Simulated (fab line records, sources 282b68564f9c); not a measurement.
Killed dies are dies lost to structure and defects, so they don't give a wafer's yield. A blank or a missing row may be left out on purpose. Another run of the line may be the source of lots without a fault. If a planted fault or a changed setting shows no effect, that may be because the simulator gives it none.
Struck lot and sound lot, side by side + flow ritCmos + 17 steps out of a route of 202
Sound: wafers L243.1, L243.5, L243.6. Wafers struck: L245.1, L245.2, L245.6. Last of all comes the cause.
At each step with rows: each side's tool, then ch and its chambers, then its first start. Under that, the readings that differ: sound wafers + struck wafers + difference of the means + sigmas: that difference in standard deviations of wafers without a fault.
alike: readings whose means differ by less than 2 such deviations, and words and numbers that are the same on both sides. not compared: withheld readings, readings that some wafer has no value for, bounds like >300 that may hide the same value, and numbers for which the record gives no deviation and whose values overlap.
The two part at a step that has a row with sigmas, a row that says differs or no value, or rows on one side only. When numbers do not overlap yet have no deviation, they are printed without sigmas and do not part them. Lack of a reading on every wafer of one side parts them only where that side has two or more wafers.

RIT_NWELL_TW_MEAS_10:
  struck on filmMetro-01, day 3 09:05; sound on filmMetro-03, day 3 04:00
  alike: NWELL_TW
then, 6 steps without rows for these wafers: RIT_PWELL_HMDS_00 (prime time 60 s); RIT_PWELL_COAT_01 (resist thk 1300 nm); RIT_PWELL_SOFTBAKE_02 (time 60 s); RIT_PWELL_EXPOSE_03 (exposes mask M3, target cd 43700 nm); RIT_PWELL_PEB_04; RIT_PWELL_DEVELOP_05 (develop time 68 s).
RIT_PWELL_OVL_MEAS_06:
  struck on overlay-01, day 3 10:10; sound on overlay-01, day 3 05:04
  alike: PWELL_OVL
then, 2 steps without rows for these wafers: RIT_PWELL_HARDBAKE_07 (time 120 s); RIT_PWELL_IMPLANT_08.
RIT_PWELL_STRIP_09: strips in O2, time 180 s.
  sound on plasmaAsher-04 ch 0,1, day 3 05:30; struck on plasmaAsher-04 ch 0,1, day 3 10:35
  alike: drypumpMotorCurrentA
  not compared: rfHoursCounterH
RIT_PWELL_TW_MEAS_10:
  struck on filmMetro-03, day 3 10:46; sound on filmMetro-03, day 3 05:40
  alike: PWELL_TW
RIT_WELLDRIVE_ANNEAL_00: time 14700 s.
  sound on furnace-04 ch 0, day 3 05:44; struck on furnace-01 ch 0, day 3 11:04
| reading                | sound                | struck               | difference | sigmas |
|------------------------|----------------------|----------------------|------------|--------|
| spikeTcCentreC (C)     | 1101.0 1100.3 1099.3 | 1094.1 1094.6 1094.8 | -5.7       | -5     |
| spikeTcLoadC (C)       | 1123.4 1123.0 1122.8 | 1115.9 1116.3 1115.5 | -7.2       | -2     |
| spikeTcSourceC (C)     | 1128.1 1127.1 1127.9 | 1118.3 1117.9 1116.4 | -10.2      | -6     |
| tubeCenterTempC (C)    | 1100 1100 1099.9     | 1091.9 1092 1091.9   | -8.0       | -80    |
| tube_center_temp_C_max | 1102.7 1102.4 1102.5 | 1094.6 1094.6 1094.7 | -7.9       | -18    |
| zonePowerCentrePct (%) | 52 51 52             | 64 64 64             | +12        | +3     |
RIT_WELLDRIVE_RS_MEAS_01: measurement is done with a four-point probe.
  struck on filmMetro-03, day 3 16:09; sound on filmMetro-04, day 3 10:49
| reading           | sound             | struck            | difference | sigmas |
|-------------------|-------------------|-------------------|------------|--------|
| NWELL_RS (ohm/sq) | 274.5 275.5 275.1 | 284.2 285.1 284.8 | +9.7       | +12    |
RIT_WELLDRIVE_RS_MEAS_02: measurement is done with a four-point probe.
  struck on filmMetro-03, day 3 16:16; sound on filmMetro-04, day 3 10:56
| reading           | sound             | struck            | difference | sigmas |
|-------------------|-------------------|-------------------|------------|--------|
| PWELL_RS (ohm/sq) | 431.0 430.2 430.6 | 440.3 439.4 439.1 | +9.0       | +8     |
then, 1 step without rows for these wafers: RIT_NRETRO_HMDS_00 (prime time 60 s).
RIT_M1_PROBE_99:
  struck on prober-01, day 4 23:56; sound on prober-02, day 4 20:32
| reading                             | sound               | struck               | difference | sigmas |
|-------------------------------------|---------------------|----------------------|------------|--------|
| model.etest.nwellPinched.rsOhmSq    | 339.3 338.4 337.4   | 348.6 341.7 348.7    | +8.0       |        |
| model.etest.pwell.rsOhmSq           | 416.3 410.9 416.8   | 426.6 425.9 422.7    | +10.4      |        |
| model.etest.fieldPMetal.vtV (V)     | -29.84 -29 -29.04   | -28.68 -28.33 -28.33 | +0.85      |        |
| model.etest.fieldP.vtV (V)          | -12.63 -12.6 -12.64 | -12.18 -12.15 -12.11 | +0.48      |        |
| model.etest.diodeNplusPwell.bvV (V) | 6.036 5.978 5.976   | 5.947 5.92 5.905     | -0.073     |        |
| model.etest.diodePplusComb.cjFfUm2  | 2.012 2.015 2.015   | 2.109 2.113 2.114    | +0.098     |        |
| model.etest.capPGate.cMinFfUm2      | 2.313 2.317 2.329   | 2.333 2.331 2.341    | +0.015     |        |
  alike: killedAtContacts, killedAtFrontEnd, killedDies, killedOpen, killedShort
  not compared: model.etest.pwellPinched.rsOhmSq

## WHERE THEY PART
Last at RIT_WELLDRIVE_RS_MEAS_02 as far as this record goes, first at RIT_WELLDRIVE_ANNEAL_00. Later steps at which nothing parts them and some readings are alike: RIT_M1_PROBE_99.

WHY: the cause the simulator had injected
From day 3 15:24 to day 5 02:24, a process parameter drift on furnace-01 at RIT_WELLDRIVE_ANNEAL_00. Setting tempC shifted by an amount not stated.
